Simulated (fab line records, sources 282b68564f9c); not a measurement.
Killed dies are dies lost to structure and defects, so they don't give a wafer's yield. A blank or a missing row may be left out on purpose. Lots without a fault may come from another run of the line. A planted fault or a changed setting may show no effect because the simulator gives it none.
Which tool did it? | flow rit_cmos | 14 lots, 42 wafers sampled, at 2 steps of a route of 202

WHAT THE GAUGES READ, wafer by wafer
RIT_FOX1_THK_MEAS_01.
lot  | measured    | on            | FOX1_OXIDE_THK (nm)
L298 | day 1 16:50 | film_metro-01 | 348 357 347
L299 | day 2 00:34 | film_metro-01 | 344 349 349
L303 | day 2 18:19 | film_metro-01 | 308 309 307
L304 | day 2 23:01 | film_metro-04 | 318 317 314
L310 | day 4 05:09 | film_metro-03 | 347 358 354
L311 | day 4 10:55 | film_metro-01 | 337 338 333
L314 | day 5 01:28 | film_metro-01 | 349 346 341
L315 | day 5 07:22 | film_metro-01 | 361 361 363
L316 | day 5 11:14 | film_metro-01 | 345 347 347
L317 | day 5 16:21 | film_metro-03 | 351 354 354
L318 | day 5 21:02 | film_metro-04 | 347 346 350
L319 | day 6 03:14 | film_metro-03 | 350 349 350
L320 | day 6 07:03 | film_metro-03 | 340 337 329
L321 | day 6 14:13 | film_metro-04 | 340 345 346

WHICH TOOL RAN EACH LOT (tool, then ch and the chambers of the sampled wafers, then the start)
lot  | RIT_FOX1_OXIDATION_00
L298 | furnace-02 ch 0, day 1 15:31
L299 | furnace-01 ch 0, day 1 23:14
L303 | furnace-02 ch 0, day 2 16:59
L304 | furnace-02 ch 0, day 2 21:41
L310 | furnace-04 ch 0, day 4 03:50
L311 | furnace-01 ch 0, day 4 09:35
L314 | furnace-04 ch 0, day 5 00:08
L315 | furnace-01 ch 0, day 5 06:03
L316 | furnace-01 ch 0, day 5 09:55
L317 | furnace-04 ch 0, day 5 15:02
L318 | furnace-04 ch 0, day 5 19:43
L319 | furnace-04 ch 0, day 6 01:56
L320 | furnace-04 ch 0, day 6 05:44
L321 | furnace-02 ch 0, day 6 12:53
- RIT_FOX1_OXIDATION_00: target thk 350.7 nm, ox time 1130 s.

WHAT THE TOOLS THEMSELVES READ (means of the sampled wafers that have a number; where no wafer has one, the mark that the record gives instead)
RIT_FOX1_OXIDATION_00.
lot  | tool       | spike_tc_centre_C (C) | spike_tc_load_C (C) | spike_tc_source_C (C) | tube_center_temp_C (C) | tube_center_temp_C_max
L298 | furnace-02 | 1101.0                | 1124                | 1129.4                | 1100                   | 1102.8
L299 | furnace-01 | 1101.8                | 1136                | 1124.7                | 1100                   | 1102.8
L303 | furnace-02 | 1083.6                | 1109                | 1113.1                | 1084                   | 1086.9
L304 | furnace-02 | 1084.4                | 1109                | 1112.2                | 1084                   | 1086.5
L310 | furnace-04 | 1103.8                | 1121                | 1125.9                | 1100                   | 1102.7
L311 | furnace-01 | 1100.9                | 1136                | 1124.6                | 1100                   | 1102.8
L314 | furnace-04 | 1102.9                | 1121                | 1126.8                | 1100                   | 1102.8
L315 | furnace-01 | 1101.2                | 1136                | 1124.1                | 1100                   | 1102.6
L316 | furnace-01 | 1101.3                | 1135                | 1123.7                | 1100                   | 1102.9
L317 | furnace-04 | 1102.1                | 1122                | 1126.1                | 1100                   | 1102.4
L318 | furnace-04 | 1102.8                | 1123                | 1126.5                | 1100                   | 1102.5
L319 | furnace-04 | 1102.6                | 1122                | 1126.1                | 1100                   | 1102.6
L320 | furnace-04 | 1103.0                | 1123                | 1126.9                | 1100                   | 1102.7
L321 | furnace-02 | 1100.2                | 1125                | 1128.8                | 1100                   | 1102.8

THE ANSWER, worked out from the rows above alone
Rule: what is usual is taken from the lots themselves. Put in order of their means at a reading, lots are off if they are a third of the lots or fewer, leave a main group of 4 or more, and stand apart from it by a gap of 3 or more times the standard deviation of the main group's means; of several such gaps the widest counts. A main group whose means are all the same, to the digits that the tables above print for the reading, isn't used. A lot without any number at a reading at which 4 lots or more have one is off too. The other lots that the step has rows for count as sound. The gauges are gone through in route order, then the tools' own readings, and for those a lot's mean is taken as printed above. The first step at which some lot is off is used, and at that step the reading that is off furthest; a lot without a number counts as furthest.
Off: L303, L304, at RIT_FOX1_OXIDATION_00 (tube_center_temp_C_max). The main group: mean 1102.7, standard deviation 0.14.
A tool fits if, at that step or a process step before it, it ran every lot that is off, and no sound lot after the first of them. None of those tried fits.

WHAT THE SIMULATOR HAD PUT IN
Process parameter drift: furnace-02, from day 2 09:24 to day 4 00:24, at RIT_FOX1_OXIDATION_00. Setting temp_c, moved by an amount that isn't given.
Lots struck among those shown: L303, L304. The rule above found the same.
